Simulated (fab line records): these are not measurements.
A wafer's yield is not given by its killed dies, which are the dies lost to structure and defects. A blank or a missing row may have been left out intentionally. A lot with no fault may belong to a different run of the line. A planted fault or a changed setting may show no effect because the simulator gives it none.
Split-lot experiment || flow berkeley_cmos170 || 23 wafers read across 5 lots, on a route 331 steps long

## THE SPLIT
At UCB170_NLDD_EXPOSE_03 (exposes mask NSELECT, target cd 1200 nm), the setting dose_mj was moved away from the recipe's 30 on 8 of the 23 wafers read, by -6.4% to -2.5%. All remaining wafers had this setting at the recipe value.

## FROM THE SPLIT TO THE READING: what the file shows between them, 2 steps
- UCB170_NLDD_PEB_04
- UCB170_NLDD_DEVELOP_05: develop time 45 s

## THE READING
cd_nm (nm) at UCB170_NLDD_CD_MEAS_06, where the cd target is 1200 nm. A value of 1199.2 nm with a standard deviation of 1.2 nm is what fault-free wafers of this fab line usually give.

{"wafer": "L074.1", "tool, chamber at the split": "krf_scanner-01, 0", "dose_mj as run": 30, "against the recipe": "recipe", "cd_nm, nm": 1196.2, "against lot-mates on the recipe": "-"}
{"wafer": "L074.2", "tool, chamber at the split": "krf_scanner-01, 0", "dose_mj as run": 28.53, "against the recipe": "-4.9%", "cd_nm, nm": 1187.8, "against lot-mates on the recipe": -9.2}
{"wafer": "L074.3", "tool, chamber at the split": "krf_scanner-01, 0", "dose_mj as run": 28.53, "against the recipe": "-4.9%", "cd_nm, nm": 1189.5, "against lot-mates on the recipe": -7.5}
{"wafer": "L074.4", "tool, chamber at the split": "krf_scanner-01, 0", "dose_mj as run": 28.53, "against the recipe": "-4.9%", "cd_nm, nm": 1188.7, "against lot-mates on the recipe": -8.2}
{"wafer": "L074.6", "tool, chamber at the split": "krf_scanner-01, 0", "dose_mj as run": 30, "against the recipe": "recipe", "cd_nm, nm": 1197.7, "against lot-mates on the recipe": "-"}
{"wafer": "L078.1", "tool, chamber at the split": "krf_scanner-01, 0", "dose_mj as run": 30, "against the recipe": "recipe", "cd_nm, nm": 1200.7, "against lot-mates on the recipe": "-"}
{"wafer": "L078.2", "tool, chamber at the split": "krf_scanner-01, 0", "dose_mj as run": 30, "against the recipe": "recipe", "cd_nm, nm": 1200.3, "against lot-mates on the recipe": "-"}
{"wafer": "L078.3", "tool, chamber at the split": "krf_scanner-01, 0", "dose_mj as run": 30, "against the recipe": "recipe", "cd_nm, nm": 1202.9, "against lot-mates on the recipe": "-"}
{"wafer": "L078.4", "tool, chamber at the split": "krf_scanner-01, 0", "dose_mj as run": 30, "against the recipe": "recipe", "cd_nm, nm": 1203.6, "against lot-mates on the recipe": "-"}
{"wafer": "L078.6", "tool, chamber at the split": "krf_scanner-01, 0", "dose_mj as run": 30, "against the recipe": "recipe", "cd_nm, nm": 1199.3, "against lot-mates on the recipe": "-"}
{"wafer": "L079.2", "tool, chamber at the split": "krf_scanner-01, 0", "dose_mj as run": 29.25, "against the recipe": "-2.5%", "cd_nm, nm": 1194.0, "against lot-mates on the recipe": -5.3}
{"wafer": "L079.3", "tool, chamber at the split": "krf_scanner-01, 0", "dose_mj as run": 29.25, "against the recipe": "-2.5%", "cd_nm, nm": 1193.4, "against lot-mates on the recipe": -5.9}
{"wafer": "L079.4", "tool, chamber at the split": "krf_scanner-01, 0", "dose_mj as run": 30, "against the recipe": "recipe", "cd_nm, nm": 1199.3, "against lot-mates on the recipe": "-"}
{"wafer": "L079.5", "tool, chamber at the split": "krf_scanner-01, 0", "dose_mj as run": 30, "against the recipe": "recipe", "cd_nm, nm": 1199.3, "against lot-mates on the recipe": "-"}
{"wafer": "L079.6", "tool, chamber at the split": "krf_scanner-01, 0", "dose_mj as run": 29.25, "against the recipe": "-2.5%", "cd_nm, nm": 1193.4, "against lot-mates on the recipe": -5.9}
{"wafer": "L083.1", "tool, chamber at the split": "krf_scanner-02, 0", "dose_mj as run": 30, "against the recipe": "recipe", "cd_nm, nm": 1200.8, "against lot-mates on the recipe": "-"}
{"wafer": "L083.3", "tool, chamber at the split": "krf_scanner-02, 0", "dose_mj as run": 28.08, "against the recipe": "-6.4%", "cd_nm, nm": 1187.0, "against lot-mates on the recipe": -13.7}
{"wafer": "L083.4", "tool, chamber at the split": "krf_scanner-02, 0", "dose_mj as run": 28.08, "against the recipe": "-6.4%", "cd_nm, nm": 1188.3, "against lot-mates on the recipe": -12.4}
{"wafer": "L083.5", "tool, chamber at the split": "krf_scanner-02, 0", "dose_mj as run": 30, "against the recipe": "recipe", "cd_nm, nm": 1201.3, "against lot-mates on the recipe": "-"}
{"wafer": "L083.6", "tool, chamber at the split": "krf_scanner-02, 0", "dose_mj as run": 30, "against the recipe": "recipe", "cd_nm, nm": 1199.9, "against lot-mates on the recipe": "-"}
{"wafer": "L084.2", "tool, chamber at the split": "krf_scanner-01, 0", "dose_mj as run": 30, "against the recipe": "recipe", "cd_nm, nm": 1198.7, "against lot-mates on the recipe": "-"}
{"wafer": "L084.4", "tool, chamber at the split": "krf_scanner-01, 0", "dose_mj as run": 30, "against the recipe": "recipe", "cd_nm, nm": 1197.8, "against lot-mates on the recipe": "-"}
{"wafer": "L084.5", "tool, chamber at the split": "krf_scanner-01, 0", "dose_mj as run": 30, "against the recipe": "recipe", "cd_nm, nm": 1199.4, "against lot-mates on the recipe": "-"}

THE FIT
A straight line over all 23 wafers: cd_nm changes by +2.09 nm for each +1% of dose_mj; r = +0.95; the points scatter about the line by 1.7 nm.
The same after taking each lot's own level away (the mean of its wafers on the recipe; 23 wafers): +1.91 nm for each +1%; r = +0.97; scatter 1.1 nm.
That fit puts the effect of the largest move of dose_mj on the reading at 12 nm.
Across the lots, their own levels run from 1196.95 to 1201.36 nm, a range of 3.7 times the standard deviation given above.
The two slopes are in agreement: the lot-to-lot level therefore moves the slope only a little.
Check: for one of the wafers moved furthest among these (-6.4%), held out of the fit, the line's prediction against its lot-mates is -11.8 nm. Against them it came out at -13.7 nm.

## OTHER SPLITS ON THESE WAFERS
Before the reading, these wafers also passed through other splits. Each is held against what the fit with the lots' levels taken away leaves over:
{"other split on the same wafers": "UCB170_START_OXIDATION_02 temp_c", "wafers away from the commonest value": 18, "r with cd_nm (lot level and that fit taken away)": "+0.13"}
{"other split on the same wafers": "UCB170_NWELL_IMPLANT_14 energy_kev", "wafers away from the commonest value": 8, "r with cd_nm (lot level and that fit taken away)": "+0.05"}
{"other split on the same wafers": "UCB170_PWELL_IMPLANT_15 energy_kev", "wafers away from the commonest value": 6, "r with cd_nm (lot level and that fit taken away)": -0.04}
{"other split on the same wafers": "UCB170_PFIELD_IMPLANT_07 dose_cm2", "wafers away from the commonest value": 10, "r with cd_nm (lot level and that fit taken away)": "+0.08"}
{"other split on the same wafers": "UCB170_FIELD_OXIDATION_01 temp_c", "wafers away from the commonest value": 15, "r with cd_nm (lot level and that fit taken away)": "+0.26"}
{"other split on the same wafers": "UCB170_PVT_HMDS_00 prime_temp_c", "wafers away from the commonest value": 10, "r with cd_nm (lot level and that fit taken away)": "+0.33"}
{"other split on the same wafers": "UCB170_NLDD_COAT_01 resist_thk_nm", "wafers away from the commonest value": 11, "r with cd_nm (lot level and that fit taken away)": -0.34}

## FILE'S OWN FIT
cd_nm changes by +1.94 nm for each +1% of dose_mj, r = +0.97.
